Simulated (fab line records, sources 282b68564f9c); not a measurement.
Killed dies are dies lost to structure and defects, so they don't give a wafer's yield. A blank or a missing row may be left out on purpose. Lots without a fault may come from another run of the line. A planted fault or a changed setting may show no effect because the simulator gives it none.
A struck lot beside a sound one | flow rit_cmos | 15 steps out of a route of 202
Sound: wafers L102.1, L102.2, L102.6. Struck: wafers L110.2, L110.4, L110.6. The cause comes at the end.
At each step with rows: each side's tool, then ch and its chambers, then its first start. Under that, the readings that differ: sound wafers | struck wafers | difference of the means | sigmas: that difference in standard deviations of wafers without a fault.
alike: readings whose means differ by less than 2 such deviations, and words and numbers that are the same on both sides. not compared: withheld readings, readings that some wafer has no value for, bounds like >300 that may hide the same value, and numbers for which the record gives no deviation and whose values overlap.
The two part at a step that has a row with sigmas, a row that says differs or no value, or rows on one side only. Numbers that don't overlap but have no deviation are shown without sigmas and don't part them. A reading that every wafer of one side lacks parts them only if that side has two wafers or more.

first, 4 steps without rows for these wafers: RIT_REOX_CLEAN_00 (cleans in SC1, time 600 s); RIT_REOX_CLEAN_01 (cleans in dHF, time 30 s); RIT_REOX_CLEAN_02 (cleans in SC2, time 600 s); RIT_REOX_OXIDATION_03 (target thk 25.2 nm, ox time 5580 s).
RIT_REOX_THK_MEAS_04:
  sound on film_metro-01, day 4 07:07; struck on film_metro-03, day 5 10:44
  alike: REOX_OXIDE_THK
then, 6 steps without rows for these wafers: RIT_NLDD_HMDS_00 (prime time 60 s); RIT_NLDD_COAT_01 (resist thk 1000 nm); RIT_NLDD_SOFTBAKE_02 (time 60 s); RIT_NLDD_EXPOSE_03 (exposes mask M7, target cd 40700 nm); RIT_NLDD_PEB_04; RIT_NLDD_DEVELOP_05 (develop time 50 s).
RIT_NLDD_OVL_MEAS_06:
  sound on overlay-01, day 4 08:31; struck on overlay-02, day 5 11:59
  alike: NLDD_OVL
RIT_NLDD_HARDBAKE_07: time 60 s.
  sound on litho_track-03 ch 0, day 4 08:33; struck on litho_track-03 ch 0, day 5 12:02
  reading                  | sound                | struck               | difference | sigmas
  heater_power_total_W (W) | 62.52 62.55 62.55    | 63.82 63.86 63.80    | +1.29      | +28
  plate_temp_C (C)         | 139.94 140.02 139.87 | 142.33 142.17 142.11 | +2.26      | +17
  alike: chill_plate_temp_C
then, 1 step without rows for these wafers: RIT_NLDD_IMPLANT_08.
RIT_M1_PROBE_99:
  sound on prober-02, day 5 01:02; struck on prober-02, day 6 03:43
  alike: killed_at_contacts, killed_at_front_end, killed_dies, killed_open, killed_short

WHERE THEY PART
Only at RIT_NLDD_HARDBAKE_07, within this record. Later steps at which nothing parts them and some readings are alike: RIT_M1_PROBE_99.

WHY: what the simulator had put in
Process parameter drift: litho_track-03, from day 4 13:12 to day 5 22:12, at RIT_NLDD_HARDBAKE_07. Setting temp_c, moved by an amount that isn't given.
